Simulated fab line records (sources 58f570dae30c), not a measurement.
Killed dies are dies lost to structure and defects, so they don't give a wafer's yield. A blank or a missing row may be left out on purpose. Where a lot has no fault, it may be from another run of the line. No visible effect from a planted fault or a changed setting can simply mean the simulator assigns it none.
Code-filled problem report in 8D (eight disciplines) form | flow berkeleyCmos170 | the parts of the form that need people (team, actions taken, sign-off) are left out

## 1. THE PROBLEM
Wafers with no fault read 0.617 a.u. with a standard deviation of 0.0079, whereas oesProductAu at UCB170_ZERO_ETCH_06 reads a mean of 0.548 a.u. on 1 wafer of 1 lot. That puts it -8.7 standard deviations away from the usual mean.
The step: etches SiO2 in CHF3/CF4/Ar, time 12 s.
Seen first at day 4 08:20 on rieDiel-02, wafer L361.1. At this step, 15 wafers from 5 lots have a number in the record. By rule, "out" or "out of limits" means more than 4 standard deviations away from the usual mean. The rest of the wafers with a number are treated as sound.

## 2. WHAT IT IS, AND WHAT IT ISN'T
question                    | is               | is not
which readings at this step | oesProductAu     | chamberPressureMTorr, drypumpMotorCurrentA, throttleValvePct
which lots                  | L361             | L351, L354, L366, L371
which wafers of those lots  | L361.1           | L361.3, L361.4
read on which tools         | rieDiel-02       | rieDiel-01, rieDiel-04
when                        | from day 4 08:20 | up to then (8 sound wafers); but 6 sound wafers of L366, L371 came after

## 3. SUSPECTS, AND WHAT RULES EACH OUT
Counting: any tool at a process step up to the reading remains a suspect provided it ran every lot that is out. Sound lots after the first of them don't rule it out here, since some wafers of a struck lot are sound.
- rieDiel-02 at UCB170_ZERO_ETCH_06 (etches SiO2 in CHF3/CF4/Ar, time 12 s): kept. L361, the lot that is out, went through it at day 4 08:20; up to then, the latest sound lot through it was L351 at day 2 14:16. Its own oesProductAu readings are out on those wafers.
- In rieDiel-02 at UCB170_ZERO_ETCH_06, the wafers that are out were processed in chamber 3 and their sound lot-mates in chambers 0, 1.
Remaining after the count: rieDiel-02 at UCB170_ZERO_ETCH_06.

## 4. THE CAUSE (what the simulator had put in)
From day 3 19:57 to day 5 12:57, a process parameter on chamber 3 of rieDiel-02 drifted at UCB170_ZERO_ETCH_06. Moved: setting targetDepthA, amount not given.
Counting left only this tool.

## 5. THE EFFECT CHAIN, in route order
Each row: a reading where the mean over the struck wafers with a number is more than 3 standard deviations away from the usual. Only readings whose record carries a usual standard deviation are examined. hours: median over the lots of the time between each lot's start at the first step of this table that gives one and its start at this step. sigmas: the change, counted in usual standard deviations.
hours | step                 | reading              | usual      | on struck wafers | change | sigmas
0     | UCB170_ZERO_ETCH_06  | oesProductAu         | 0.617 a.u. | 0.548            | -0.069 | -8.7
0     | UCB170_ZERO_STRIP_07 | stripTimeToEndpointS | 21.62 s    | 21.35            | -0.27  | -4.3
It contains these process steps:
- UCB170_ZERO_ETCH_06: etches SiO2 in CHF3/CF4/Ar, time 12 s.
- UCB170_ZERO_STRIP_07: strips in O2.

## 6. WHAT WOULD HAVE CAUGHT IT SOONER
First out-of-limits reading in this record: day 4 08:20, which is 12 hours after fault onset at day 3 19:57.
